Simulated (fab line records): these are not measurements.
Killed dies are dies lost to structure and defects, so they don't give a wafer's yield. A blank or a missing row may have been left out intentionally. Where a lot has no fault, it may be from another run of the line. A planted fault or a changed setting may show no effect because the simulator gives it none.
Which of the tools did it? || flow berkeleyCmos170 || 7 lots (21 wafers sampled), 1 step of a 331-step route

WHAT THE GAUGES READ, wafer by wafer
UCB170_START_THK_MEAS_03.
{"lot": "L250", "measured": "day 1 21:42", "on": "filmMetro-01", "START_OXIDE_THK (nm)": "20.3 19.9 19.7"}
{"lot": "L255", "measured": "day 2 20:35", "on": "filmMetro-04", "START_OXIDE_THK (nm)": "19.9 19.8 19.2"}
{"lot": "L257", "measured": "day 3 07:20", "on": "filmMetro-01", "START_OXIDE_THK (nm)": "20.3 20.6 20.3"}
{"lot": "L261", "measured": "day 4 01:03", "on": "filmMetro-03", "START_OXIDE_THK (nm)": "19.6 19.4 19.6"}
{"lot": "L264", "measured": "day 4 17:31", "on": "filmMetro-03", "START_OXIDE_THK (nm)": "20.5 20.6 20.9"}
{"lot": "L269", "measured": "day 5 20:35", "on": "filmMetro-04", "START_OXIDE_THK (nm)": "20.1 20.0 20.0"}
{"lot": "L272", "measured": "day 6 12:52", "on": "filmMetro-01", "START_OXIDE_THK (nm)": "20.3 20.1 20.3"}

EACH LOT AND THE TOOL THAT RAN IT (in order: tool; ch and the chambers of the sampled wafers; start)
No process step before these readings appears in the record.

THE ANSWER, worked out from the rows above alone
Rule: usual is defined by the lots themselves. The widest of any qualifying gaps counts: lots, ordered by their means at a reading, are off when they make up no more than a third of the lots, leave a main group of 4 or more, and stand apart from it by 3 or more times the standard deviation of that group's means. A main group is skipped when, at the precision printed for the reading in the tables above, its means are all equal. A lot without any number at a reading at which 4 lots or more have one is off too. Where the step has rows for the other lots, those lots are counted as sound.
Across all readings shown, no lot is off: no conclusion can be drawn from this.

WHAT WAS PUT IN BY THE SIMULATOR
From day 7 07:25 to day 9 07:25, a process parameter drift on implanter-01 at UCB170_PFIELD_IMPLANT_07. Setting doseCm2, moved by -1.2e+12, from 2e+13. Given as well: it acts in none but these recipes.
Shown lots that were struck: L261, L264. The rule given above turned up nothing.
